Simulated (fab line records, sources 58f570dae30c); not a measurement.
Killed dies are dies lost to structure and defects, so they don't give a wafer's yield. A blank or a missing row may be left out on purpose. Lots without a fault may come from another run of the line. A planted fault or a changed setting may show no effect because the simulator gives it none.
A struck lot beside a sound one | flow berkeley_cmos170 | 3 steps out of a route of 331
Sound: wafers L219.1, L219.2, L219.4. Struck: wafers L214.3, L214.4, L214.6. The cause comes at the end.
At each step with rows: each side's tool, then ch and its chambers, then its first start. Under that, the readings that differ: sound wafers | struck wafers | difference of the means | sigmas: that difference in standard deviations of wafers without a fault.
alike: readings whose means differ by less than 2 such deviations, and words and numbers that are the same on both sides. not compared: withheld readings, readings that some wafer has no value for, bounds like >300 that may hide the same value, and numbers for which the record gives no deviation and whose values overlap.
The two part at a step that has a row with sigmas, a row that says differs or no value, or rows on one side only. Numbers that don't overlap but have no deviation are shown without sigmas and don't part them. A reading that every wafer of one side lacks parts them only if that side has two wafers or more.

UCB170_START_BOW_MEAS_00:
  sound on film_metro-01, day 5 14:00; struck on film_metro-02, day 4 13:02
  alike: INCOMING_BOW
then, 1 step without rows for these wafers: UCB170_START_CLEAN_01 (cleans in dHF, time 60 s).
UCB170_START_OXIDATION_02: target thk 20 nm, ox time 1800 s.
  sound on furnace-04 ch 0, day 5 16:20; struck on furnace-01, day 4 17:28
  no value came back on the struck wafers for ox_temp_c (C), ox_temp_c_max; on the sound wafers ox_temp_c (C) reads 949.4 949.8 949.8

WHERE THEY PART
Only at UCB170_START_OXIDATION_02, within this record.

WHY: what the simulator had put in
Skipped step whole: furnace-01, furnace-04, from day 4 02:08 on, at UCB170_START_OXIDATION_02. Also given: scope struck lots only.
